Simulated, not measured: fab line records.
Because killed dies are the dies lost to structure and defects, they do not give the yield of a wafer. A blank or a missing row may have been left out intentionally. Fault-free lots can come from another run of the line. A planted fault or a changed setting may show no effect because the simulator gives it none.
One fault through the eyes of 2 desks -- flow berkeley-cmos170 -- each desk holds nothing but its own numbers, with what lay behind them at the end

TOOL OWNER'S DESK, pvd-sputter-03
The tool's own readings at UCB170_M2_SPUTTER_01 (material Al, target thk 900 nm, time 120 s): means of the sampled wafers that have a number, for each lot that ran on this tool. The brackets show how far a lot's mean lies from the usual mean; more than 4 standard deviations puts the lot out of limits, marked OUT.
Columns: A = throttle-valve-pct at UCB170_M2_SPUTTER_01, usual 30.0 %
lot,first seen here,A
L926,day 8 00:28,29.7
L933,day 9 22:13,28.6
Result from this desk: across the 2 lots, nothing is out of limits.

THE METROLOGY DESK
What the gauges read for every lot (on any tool): the sampled wafers with a number, averaged. The brackets show how far a lot's mean lies from the usual mean; more than 4 standard deviations puts the lot out of limits, marked OUT.
Columns: A = cd-nm at UCB170_V1_CD_MEAS_12, usual 699.5 nm; B = V1_OVL at UCB170_V1_OVL_MEAS_13, usual 0 nm; C = cd-nm at UCB170_V1_CD_MEAS_90, usual 699.0 nm; D = M2_AL_RS at UCB170_M2_RS_MEAS_02, usual 0.0321 ohm/sq; E = M2_AL_THK at UCB170_M2_THK_MEAS_03, usual 911 nm; F = cd-nm at UCB170_M2_CD_MEAS_15, usual 700.5 nm; G = M2_OVL at UCB170_M2_OVL_MEAS_16, usual 0 nm
lot,first seen here,A,B,C,D,E,F,G
L926,day 7 23:53,700.0,6,699.3,0.0319,922,699.6,3
L935,day 9 20:45,701.2,9,700.5,0.0325,897,701.5,-7
L934,day 9 20:57,700.5,-3,700.2,0.0328,886,701.1,-13
L933,day 9 21:21,697.2,-4,696.6,0.0280 (-12) OUT,1060 (+12) OUT,699.2,-2
L945,day 11 14:17,699.0,-1,698.4,0.0325,907,698.7,-18
Per this desk, out of limits: L933; the first was L933, day 9 22:20 (M2_AL_RS at UCB170_M2_RS_MEAS_02). Within limits: L926, L935, L934, L945.

ALL TOGETHER
An alarm was possible from the metrology desk at day 9 22:20, on L933.
The desk of the tool owner found nothing out of limits.
On record at the tool owner's desk: L933, within its limits.
All the named lots went through UCB170_M2_SPUTTER_01 on pvd-sputter-03.

WHAT THE SIMULATOR HAD INSERTED
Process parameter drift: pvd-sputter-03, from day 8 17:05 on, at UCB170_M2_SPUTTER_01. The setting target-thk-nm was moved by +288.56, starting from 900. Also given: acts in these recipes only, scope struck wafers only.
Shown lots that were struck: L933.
Delay in hours, fault start to first out-of-limits reading, per desk: metrology desk 29.
